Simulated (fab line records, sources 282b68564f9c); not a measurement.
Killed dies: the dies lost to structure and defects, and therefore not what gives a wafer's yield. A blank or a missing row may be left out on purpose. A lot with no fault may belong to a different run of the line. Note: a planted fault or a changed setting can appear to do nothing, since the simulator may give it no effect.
Matching of chambers :: flow ritCmos :: 4 sister chambers for RIT_ACTIVE_ETCH_13 on rieDiel-03
The step etches Si3N4 in SF6, stops on SiO2, time 210 s, target depth 210 nm. 14 wafers are shown with their chamber, then 7 later ones without.

== EACH WAFER AND ITS CHAMBER ==
wafer: L843.1
chamber: 3
drypumpMotorCurrentA (A): 5.9
throttleValvePct (%): 7.65
oesProductAu (a.u.): 0.829

wafer: L843.2
chamber: 1
drypumpMotorCurrentA (A): 6.0
throttleValvePct (%): 7.53
oesProductAu (a.u.): 0.813

wafer: L843.6
chamber: 2
drypumpMotorCurrentA (A): 6.7
throttleValvePct (%): 7.37
oesProductAu (a.u.): 0.808

wafer: L848.1
chamber: 0
drypumpMotorCurrentA (A): 5.1
throttleValvePct (%): 7.59
oesProductAu (a.u.): 0.798

wafer: L848.2
chamber: 2
drypumpMotorCurrentA (A): 6.7
throttleValvePct (%): 7.37
oesProductAu (a.u.): 0.806

wafer: L848.3
chamber: 3
drypumpMotorCurrentA (A): 5.9
throttleValvePct (%): 7.66
oesProductAu (a.u.): 0.830

wafer: L851.3
chamber: 1
drypumpMotorCurrentA (A): 6.1
throttleValvePct (%): 7.52
oesProductAu (a.u.): 0.812

wafer: L851.4
chamber: 3
drypumpMotorCurrentA (A): 5.9
throttleValvePct (%): 7.66
oesProductAu (a.u.): 0.826

wafer: L851.5
chamber: 1
drypumpMotorCurrentA (A): 6.1
throttleValvePct (%): 7.54
oesProductAu (a.u.): 0.813

wafer: L852.4
chamber: 2
drypumpMotorCurrentA (A): 6.7
throttleValvePct (%): 7.38
oesProductAu (a.u.): 0.811

wafer: L852.5
chamber: 1
drypumpMotorCurrentA (A): 6.0
throttleValvePct (%): 7.55
oesProductAu (a.u.): 0.805

wafer: L852.6
chamber: 3
drypumpMotorCurrentA (A): 5.9
throttleValvePct (%): 7.66
oesProductAu (a.u.): 0.828

wafer: L853.2
chamber: 2
drypumpMotorCurrentA (A): 6.7
throttleValvePct (%): 7.38
oesProductAu (a.u.): 0.803

wafer: L853.4
chamber: 2
drypumpMotorCurrentA (A): 6.7
throttleValvePct (%): 7.37
oesProductAu (a.u.): 0.811

SIGNATURES, as means of the wafers listed above
reading: drypumpMotorCurrentA
chamber 0: 5.100
chamber 1: 6.050
chamber 2: 6.700
chamber 3: 5.900
scatter within a chamber: 0.0316

reading: throttleValvePct
chamber 0: 7.5900
chamber 1: 7.5350
chamber 2: 7.3740
chamber 3: 7.6575
scatter within a chamber: 0.00834

reading: oesProductAu
chamber 0: 0.79800
chamber 1: 0.81075
chamber 2: 0.80780
chamber 3: 0.82825
scatter within a chamber: 0.00317
Rule: for each reading, subtract the chamber's mean from the wafer's reading, divide by that reading's scatter and square the result; add these up over the readings and take the root, which gives the wafer's distance from the chamber. If the next closest chamber is less than 2 further off than the closest, the wafer can't be placed; otherwise it belongs to the closest. The scatter: the root of (the sum of the squares of (reading less its chamber's mean) over the shown wafers, divided by (wafers less chambers)).

== WAFERS WHOSE CHAMBER IS MISSING ==
wafer: L853.5
drypumpMotorCurrentA (A): 6.1
throttleValvePct (%): 7.53
oesProductAu (a.u.): 0.806

wafer: L854.1
drypumpMotorCurrentA (A): 5.1
throttleValvePct (%): 7.60
oesProductAu (a.u.): 0.798

wafer: L854.2
drypumpMotorCurrentA (A): 6.0
throttleValvePct (%): 7.54
oesProductAu (a.u.): 0.813

wafer: L854.4
drypumpMotorCurrentA (A): 5.9
throttleValvePct (%): 7.66
oesProductAu (a.u.): 0.821

wafer: L856.4
drypumpMotorCurrentA (A): 5.9
throttleValvePct (%): 7.67
oesProductAu (a.u.): 0.832

wafer: L856.5
drypumpMotorCurrentA (A): 6.0
throttleValvePct (%): 7.53
oesProductAu (a.u.): 0.815

wafer: L856.6
drypumpMotorCurrentA (A): 6.7
throttleValvePct (%): 7.38
oesProductAu (a.u.): 0.811

== CHAMBER TAKEN BY EACH ==
wafer: L853.5
from the rows above: 1
in truth: 1

wafer: L854.1
from the rows above: 0
in truth: 0

wafer: L854.2
from the rows above: 1
in truth: 1

wafer: L854.4
from the rows above: 3
in truth: 3

wafer: L856.4
from the rows above: 3
in truth: 3

wafer: L856.5
from the rows above: 1
in truth: 1

wafer: L856.6
from the rows above: 2
in truth: 2
Correctly placed: 7 of 7. Not placeable from these rows: 0. 0 placed wrongly.
